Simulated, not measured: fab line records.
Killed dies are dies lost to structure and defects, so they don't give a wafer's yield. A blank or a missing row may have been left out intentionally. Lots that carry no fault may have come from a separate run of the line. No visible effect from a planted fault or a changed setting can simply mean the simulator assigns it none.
Comparing a struck lot with a sound one | flow ritCmos | 17 steps out of a route of 202
Sound: these wafers, L104.1, L104.4, L104.6. Wafers L105.3, L105.4, L105.6 were the ones struck. The cause comes at the end.
Order at every step that has rows: each side's tool, ch and its chambers, its first start. Under that, the readings that differ: sound wafers | struck wafers | difference of the means | sigmas: that difference in standard deviations of wafers without a fault.
alike: readings whose means differ by less than 2 such deviations, and words and numbers that are the same on both sides. not compared: withheld readings, readings that some wafer has no value for, bounds like >300 that may hide the same value, and numbers for which the record gives no deviation and whose values overlap.
Wherever a step has rows on one side only, a row that says differs or no value, or a row with sigmas, the two part there. Numbers that have no deviation but don't overlap get no sigmas and don't part them. A reading that every wafer of one side lacks parts them only if that side has two wafers or more.

RIT_ACTIVE_BOW_MEAS_00:
  sound: filmMetro-02 at day 2 01:00; struck: filmMetro-03 at day 2 06:02
  alike: INCOMING_BOW
then, 1 step without rows for these wafers: RIT_ACTIVE_OXIDATION_01 (target thk 46.8 nm, ox time 3360 s).
RIT_ACTIVE_THK_MEAS_02:
  sound: filmMetro-02 at day 2 03:03; struck: filmMetro-03 at day 2 08:28
  alike: ACTIVE_OXIDE_THK
RIT_ACTIVE_CVD_03: deposits Si3N4 from SiH2Cl2/NH3, target thk 150 nm, time 1500 s.
  sound on lpcvd-01 ch 1, day 2 03:07; struck on lpcvd-01 ch 1, day 2 08:30
  no value came back on the struck wafers for nh3FlowSccm (sccm), pressureMtorr (mTorr); on the sound wafers nh3FlowSccm (sccm) reads 149.9 150.4 150.5
then, 6 steps without rows for these wafers: RIT_ACTIVE_HMDS_05 (prime time 60 s); RIT_ACTIVE_COAT_06 (resist thk 1000 nm); RIT_ACTIVE_SOFTBAKE_07 (time 60 s); RIT_ACTIVE_EXPOSE_08 (exposes mask M1, target cd 1400 nm); RIT_ACTIVE_PEB_09; RIT_ACTIVE_DEVELOP_10 (develop time 50 s).
RIT_ACTIVE_CD_MEAS_11 targets a cd of 1400 nm.
  sound: cdSem-02 at day 2 05:26; struck: cdSem-02 at day 2 11:00
  alike: cdNm
then, 1 step without rows for these wafers: RIT_ACTIVE_HARDBAKE_12 (time 60 s).
RIT_ACTIVE_ETCH_13: etches Si3N4 in SF6, stops on SiO2, time 210 s, target depth 210 nm.
  sound on rieDiel-02 ch 0,2,3, day 2 05:43; struck on rieDiel-02 ch 0,1,2, day 2 11:14
  alike: drypumpMotorCurrentA, oesProductAu, throttleValvePct
  not compared: rfHoursCounterH, model.etch.depthNm
RIT_ACTIVE_STRIP_14: strips in O2, time 180 s.
  sound on plasmaAsher-03 ch 0, day 2 05:50; struck on plasmaAsher-02 ch 0,1, day 2 11:25
reading                  | sound       | struck      | difference | sigmas
drypumpMotorCurrentA (A) | 6.3 6.3 6.3 | 5.2 5.5 5.5 | -0.9       | -2
  not compared: rfHoursCounterH
RIT_ACTIVE_CD_MEAS_90 targets a cd of 1400 nm.
  sound: cdSem-01 at day 2 06:01; struck: cdSem-02 at day 2 11:34
reading   | sound                | struck | difference                    | sigmas
cdNm (nm) | 1399.8 1398.1 1397.9 | - - -  | no value on the struck wafers | 
then, 1 step without rows for these wafers: RIT_ACTIVE_CLEAN_15 (cleans in SC1, time 600 s).
RIT_M1_PROBE_99:
  sound: prober-01 at day 4 03:06; struck: prober-02 at day 4 07:04
reading          | sound | struck      | difference | sigmas
killedAtFrontEnd | 7 5 6 | 264 264 264 | +258       | +83
killedDies       | 7 5 6 | 264 264 264 | +258       | +83
killedOnRim      | 3 3 3 | 70 70 70    | +67        | +52
  alike: killed_at_M0_to_M3, killedAtContacts, killedOpen, killedShort

WHERE THEY PART
Last at RIT_M1_PROBE_99 as far as this record goes, first at RIT_ACTIVE_CVD_03.

WHY: whatever the simulator had introduced
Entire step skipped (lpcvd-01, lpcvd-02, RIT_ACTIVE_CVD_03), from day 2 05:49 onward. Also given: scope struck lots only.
